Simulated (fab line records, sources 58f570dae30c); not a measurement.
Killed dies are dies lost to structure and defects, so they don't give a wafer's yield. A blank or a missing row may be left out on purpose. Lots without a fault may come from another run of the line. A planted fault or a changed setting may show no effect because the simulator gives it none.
Which tool did it? | flow berkeley_cmos170 | 14 lots, 42 wafers sampled, at 6 steps of a route of 331

WHAT THE GAUGES READ, wafer by wafer
UCB170_NSD_CD_MEAS_06: target cd 1200 nm.
lot  | measured     | on        | cd_nm (nm)
L429 | day 6 16:31  | cd_sem-02 | 1198.5 1199.0 1199.5
L428 | day 6 16:46  | cd_sem-01 | 1203.3 1203.1 1202.9
L427 | day 6 17:19  | cd_sem-01 | 1200.3 1201.0 1200.2
L430 | day 7 19:44  | cd_sem-01 | 1200.2 1200.5 1200.3
L431 | day 7 19:57  | cd_sem-02 | 1202.4 1201.4 1200.4
L433 | day 7 20:11  | cd_sem-01 | 1200.5 1200.5 1200.4
L435 | day 8 13:31  | cd_sem-02 | 1199.4 1200.1 1200.1
L434 | day 8 13:55  | cd_sem-02 | 1199.0 1200.5 1197.3
L436 | day 9 07:17  | cd_sem-01 | 1198.7 1199.2 1199.4
L437 | day 9 07:55  | cd_sem-01 | 1198.6 1199.1 1199.2
L445 | day 10 07:40 | cd_sem-02 | 1198.4 1197.7 1198.0
L449 | day 11 02:55 | cd_sem-02 | 1202.2 1201.0 1202.8
L447 | day 11 03:13 | cd_sem-01 | 1201.1 1200.7 1199.8
L446 | day 11 03:38 | cd_sem-01 | 1198.8 1198.7 1198.8

UCB170_SDANNEAL_RS_MEAS_03: measures by four-point-probe.
lot  | measured     | on            | NSD_RS (ohm/sq)
L429 | day 6 18:28  | film_metro-02 | 37.27 37.27 37.22
L428 | day 6 18:39  | film_metro-01 | 37.29 37.11 37.21
L427 | day 6 19:08  | film_metro-01 | 37.34 37.24 37.30
L430 | day 7 21:20  | film_metro-02 | 37.41 37.37 37.32
L431 | day 7 21:43  | film_metro-01 | 37.32 37.24 37.29
L433 | day 7 21:51  | film_metro-02 | 37.48 37.26 37.38
L435 | day 8 15:13  | film_metro-02 | 37.34 37.32 37.30
L434 | day 8 15:32  | film_metro-03 | 37.30 37.23 37.20
L436 | day 9 08:55  | film_metro-02 | 37.31 37.25 37.30
L437 | day 9 09:34  | film_metro-02 | 37.24 37.29 37.27
L445 | day 10 09:46 | film_metro-02 | 37.34 37.38 37.41
L449 | day 11 04:41 | film_metro-03 | 37.15 37.28 37.05
L447 | day 11 04:50 | film_metro-01 | 37.41 37.29 37.32
L446 | day 11 05:16 | film_metro-02 | 37.23 37.35 37.26

UCB170_CONTACT_CD_MEAS_15: target cd 700 nm.
lot  | measured     | on        | cd_nm (nm)
L429 | day 6 23:15  | cd_sem-02 | 697.6 697.3 698.6
L428 | day 6 23:49  | cd_sem-02 | 700.5 699.6 699.1
L427 | day 7 00:05  | cd_sem-02 | 701.0 702.2 701.6
L430 | day 8 02:19  | cd_sem-02 | 696.1 698.0 696.7
L431 | day 8 02:37  | cd_sem-02 | 700.4 699.6 700.5
L433 | day 8 02:52  | cd_sem-02 | 697.5 698.7 698.8
L435 | day 8 21:41  | cd_sem-02 | 699.8 700.2 699.5
L434 | day 8 22:10  | cd_sem-01 | 701.5 702.3 700.3
L436 | day 9 15:29  | cd_sem-02 | 700.6 699.5 700.3
L437 | day 9 16:40  | cd_sem-02 | 698.9 697.3 698.4
L445 | day 10 16:30 | cd_sem-02 | 702.4 701.5 700.7
L449 | day 11 09:21 | cd_sem-02 | 702.8 700.3 702.0
L447 | day 11 10:55 | cd_sem-02 | 700.9 701.3 699.5
L446 | day 11 11:01 | cd_sem-01 | 702.5 700.9 701.7

UCB170_M1_RS_MEAS_01: measures by four-point-probe.
lot  | measured     | on            | M1_AL_RS (ohm/sq)
L429 | day 7 00:02  | film_metro-01 | 0.0494 0.0496 0.0492
L428 | day 7 00:36  | film_metro-03 | 0.0496 0.0479 0.0489
L427 | day 7 00:52  | film_metro-03 | 0.0481 0.0482 0.0483
L430 | day 8 03:07  | film_metro-02 | 0.0493 0.0487 0.0489
L431 | day 8 03:24  | film_metro-01 | 0.0489 0.0493 0.0489
L433 | day 8 03:54  | film_metro-03 | 0.0240 0.0238 0.0239
L435 | day 8 22:31  | film_metro-02 | 0.0490 0.0486 0.0485
L434 | day 8 22:59  | film_metro-03 | 0.0490 0.0490 0.0486
L436 | day 9 16:16  | film_metro-01 | 0.0496 0.0493 0.0489
L437 | day 9 17:42  | film_metro-02 | 0.0243 0.0244 0.0241
L445 | day 10 17:42 | film_metro-01 | 0.0488 0.0496 0.0497
L449 | day 11 10:09 | film_metro-01 | 0.0492 0.0488 0.0486
L447 | day 11 11:41 | film_metro-03 | 0.0483 0.0486 0.0487
L446 | day 11 11:49 | film_metro-02 | 0.0478 0.0481 0.0484

UCB170_M1_THK_MEAS_02: measures by xrf.
lot  | measured     | on            | M1_AL_THK (nm)
L429 | day 7 00:09  | film_metro-01 | 594 592 599
L428 | day 7 00:42  | film_metro-03 | 592 613 599
L427 | day 7 00:59  | film_metro-03 | 612 613 612
L430 | day 8 03:14  | film_metro-02 | 594 604 600
L431 | day 8 03:30  | film_metro-01 | 605 592 603
L433 | day 8 04:01  | film_metro-03 | 1221 1230 1227
L435 | day 8 22:38  | film_metro-02 | 599 601 601
L434 | day 8 23:04  | film_metro-03 | 601 602 610
L436 | day 9 16:23  | film_metro-01 | 590 594 598
L437 | day 9 17:49  | film_metro-02 | 1187 1182 1203
L445 | day 10 17:49 | film_metro-01 | 598 592 588
L449 | day 11 10:16 | film_metro-01 | 588 596 599
L447 | day 11 11:48 | film_metro-03 | 608 606 604
L446 | day 11 11:55 | film_metro-02 | 606 606 602

WHICH TOOL RAN EACH LOT (tool, then ch and the chambers of the sampled wafers, then the start)
lot  | UCB170_M1_SPUTTER_00
L429 | pvd_sputter-04, day 6 23:57
L428 | pvd_sputter-01, day 7 00:29
L427 | pvd_sputter-04, day 7 00:49
L430 | pvd_sputter-03, day 8 03:04
L431 | pvd_sputter-01, day 8 03:18
L433 | pvd_sputter-04, day 8 03:35
L435 | pvd_sputter-04, day 8 22:28
L434 | pvd_sputter-01, day 8 22:52
L436 | pvd_sputter-03, day 9 16:11
L437 | pvd_sputter-04, day 9 17:24
L445 | pvd_sputter-01, day 10 17:37
L449 | pvd_sputter-04, day 11 10:05
L447 | pvd_sputter-01, day 11 11:37
L446 | pvd_sputter-03, day 11 11:44
- UCB170_M1_SPUTTER_00: material Al, target thk 600 nm, time 80 s.

WHAT THE TOOLS THEMSELVES READ (means of the sampled wafers that have a number; where no wafer has one, the mark that the record gives instead)
UCB170_M1_SPUTTER_00.
lot  | tool           | chamber_pressure_pa (Pa) | throttle_valve_pct (%)
L429 | pvd_sputter-04 | 0.5005                   | 30.2
L428 | pvd_sputter-01 | 0.5008                   | 29.6
L427 | pvd_sputter-04 | 0.4993                   | 31.7
L430 | pvd_sputter-03 | 0.4993                   | 30.6
L431 | pvd_sputter-01 | 0.5013                   | 29.6
L433 | pvd_sputter-04 | 0.5005                   | 29.3
L435 | pvd_sputter-04 | 0.4995                   | 29.3
L434 | pvd_sputter-01 | 0.5003                   | 29.4
L436 | pvd_sputter-03 | 0.5009                   | 30.9
L437 | pvd_sputter-04 | 0.4996                   | 31.7
L445 | pvd_sputter-01 | 0.5006                   | 29.8
L449 | pvd_sputter-04 | 0.5011                   | 28.5
L447 | pvd_sputter-01 | 0.5009                   | 29.1
L446 | pvd_sputter-03 | 0.4990                   | 29.1

THE ANSWER, worked out from the rows above alone
Rule: what is usual is taken from the lots themselves. Put in order of their means at a reading, lots are off if they are a third of the lots or fewer, leave a main group of 4 or more, and stand apart from it by a gap of 3 or more times the standard deviation of the main group's means; of several such gaps the widest counts. A main group whose means are all the same, to the digits that the tables above print for the reading, isn't used. A lot without any number at a reading at which 4 lots or more have one is off too. The other lots that the step has rows for count as sound. The gauges are gone through in route order, then the tools' own readings, and for those a lot's mean is taken as printed above. The first step at which some lot is off is used, and at that step the reading that is off furthest; a lot without a number counts as furthest.
Off: L433, L437, at UCB170_M1_RS_MEAS_01 (M1_AL_RS). The main group: mean 0.0488 ohm/sq, standard deviation 0.0004.
A tool fits if, at a process step before that reading, it ran every lot that is off, and no sound lot after the first of them. The gauges at UCB170_M1_RS_MEAS_01 are tried like those tools. None of those tried fits.

WHAT THE SIMULATOR HAD PUT IN
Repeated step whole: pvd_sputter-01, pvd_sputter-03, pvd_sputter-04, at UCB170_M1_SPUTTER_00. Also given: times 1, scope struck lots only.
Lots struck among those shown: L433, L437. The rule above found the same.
